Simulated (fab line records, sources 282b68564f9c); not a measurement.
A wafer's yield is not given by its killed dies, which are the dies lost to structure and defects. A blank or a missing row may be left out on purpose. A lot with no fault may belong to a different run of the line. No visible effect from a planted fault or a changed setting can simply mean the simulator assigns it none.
Struck lot and sound lot, side by side ; flow rit cmos ; 17 steps out of a route of 202
Sound: these wafers, L581.2, L581.4, L581.6. Wafers L588.2, L588.4, L588.6 were the ones struck. The cause is named last.
At each step with rows: each side's tool, then ch and its chambers, then its first start. Under that, the readings that differ: sound wafers ; struck wafers ; difference of the means ; sigmas: that difference in standard deviations of wafers without a fault.
alike: words and numbers the same on both sides, and readings whose means are apart by under 2 such deviations; not compared: readings that were withheld, readings missing a value for some wafer, numbers with overlapping values and no deviation given by the record, and bounds like >300 which may hide the same value.
The two part at a step that has a row with sigmas, a row that says differs or no value, or rows on one side only. Non-overlapping numbers with no deviation appear without sigmas and do not part them. A reading missing from all wafers of one side parts the sides only when that side holds two or more wafers.

first, 1 step without rows for these wafers: RIT_PSD_IMPLANT_08.
RIT_PSD_STRIP_09: strips in O2, time 180 s.
  sound on plasma asher-04 ch 0, day 5 05:35; struck on plasma asher-01 ch 0,1, day 6 17:55
reading;sound;struck;difference;sigmas
drypump motor current A (A);6.40 6.38 6.39;5.71 6.32 5.71;-0.48;-2
  alike: chamber pressure mTorr
  not compared: rf hours counter h
RIT_PSD_TW_MEAS_10:
  sound on film metro-01, day 5 05:46; struck on film metro-02, day 6 18:05
  alike: PSD_TW
then, 3 steps without rows for these wafers: RIT_SDANNEAL_CLEAN_00 (cleans in SC1, time 600 s); RIT_SDANNEAL_CLEAN_01 (cleans in dHF, time 30 s); RIT_SDANNEAL_CLEAN_02 (cleans in SC2, time 600 s).
RIT_SDANNEAL_RTA_03: time 5 s.
  sound on rtp anneal-02 ch 0, day 5 06:14; struck on rtp anneal-01 ch 0, day 6 18:31
  alike: wafer_temp_C_max
RIT_SDANNEAL_RS_MEAS_04: measurement is done with a four-point probe.
  sound on film metro-03, day 5 06:18; struck on film metro-01, day 6 18:35
  alike: PSD_RS
RIT_SDANNEAL_RS_MEAS_05: measurement is done with a four-point probe.
  sound on film metro-03, day 5 06:25; struck on film metro-01, day 6 18:43
  alike: NSD_RS
RIT_SDANNEAL_RS_MEAS_06: measurement is done with a four-point probe.
  sound on film metro-03, day 5 06:32; struck on film metro-01, day 6 18:50
  alike: PLDD_RS
RIT_SDANNEAL_RS_MEAS_07: measurement is done with a four-point probe.
  sound on film metro-03, day 5 06:40; struck on film metro-01, day 6 18:57
  alike: NLDD_RS
then, 1 step without rows for these wafers: RIT_SILICIDE_WET_ETCH_00 (etches SiO2 in BOE, target depth 14 nm, time 15.32 s).
RIT_SILICIDE_SPUTTER_01: material Ti, target thk 30 nm, time 240 s.
  sound on pvd sputter-02, day 5 06:46; struck on pvd sputter-03, day 6 19:04
reading;sound;struck;difference;sigmas
model.Ti_of_SILICIDE_SPUTTER_01.thk nm (nm);30.44 30.59 30.22;22.97 23.49 23.07;-7.24;
  alike: throttle valve pct
RIT_SILICIDE_RS_MEAS_02: measurement is done with a four-point probe.
  sound on film metro-04, day 5 06:56; struck on film metro-01, day 6 19:14
reading;sound;struck;difference;sigmas
SILICIDE_TI_RS (ohm/sq);47.0 46.7 47.5;67.1 65.3 66.8;+19.3;+24
RIT_SILICIDE_THK_MEAS_03: measures by xrf.
  sound on film metro-04, day 5 07:03; struck on film metro-01, day 6 19:20
reading;sound;struck;difference;sigmas
SILICIDE_TI_THK (nm);30.9 31.1 30.7;23.2 23.7 23.3;-7.5;-16
RIT_SILICIDE_RTA_04: time 10 s, ramp up 5 s, ramp down 5 s.
  sound on rtp anneal-01 ch 0, day 5 07:07; struck on rtp anneal-02 ch 0, day 6 19:24
  alike: wafer_temp_C_max
RIT_M1_PROBE_99:
  sound on prober-01, day 5 14:02; struck on prober-02, day 7 04:23
reading;sound;struck;difference;sigmas
model.etest.npoly line.line ohm um;160.4 163.8 161;199.7 188.7 196.7;+33.3;
model.etest.ppoly line.line ohm um;157 155.8 155.4;186.3 182.6 188.3;+29.7;
model.etest.contact nplus.end ohm um;42.3 42.46 41.92;34.86 34.26 34.13;-7.81;
model.etest.contact pplus.end ohm um;43.95 43.65 42.61;36.06 37.88 35.09;-7.06;
model.etest.ppoly line.width nm (nm);105.1 104.8 106;108.1 109.1 107;+2.8;
model.etest.npoly line.width nm (nm);104.6 103.8 105.1;107.8 107.9 106.2;+2.8;
model.etest.npoly line.rs ohm sq;16.79 16.77 16.93;21.28 20.6 21.01;+4.13;
model.etest.ppoly line.rs ohm sq;16.44 16.47 16.35;20.45 19.91 20.25;+3.78;
  alike: killed at contacts, killed at front end, killed dies, killed open, killed short

WHERE THEY PART
At RIT_PSD_STRIP_09 first; at RIT_SILICIDE_THK_MEAS_03 last (within this record only). Later steps at which nothing parts them and some readings are alike: RIT_SILICIDE_RTA_04, RIT_M1_PROBE_99.

WHY: what had been put in by the simulator
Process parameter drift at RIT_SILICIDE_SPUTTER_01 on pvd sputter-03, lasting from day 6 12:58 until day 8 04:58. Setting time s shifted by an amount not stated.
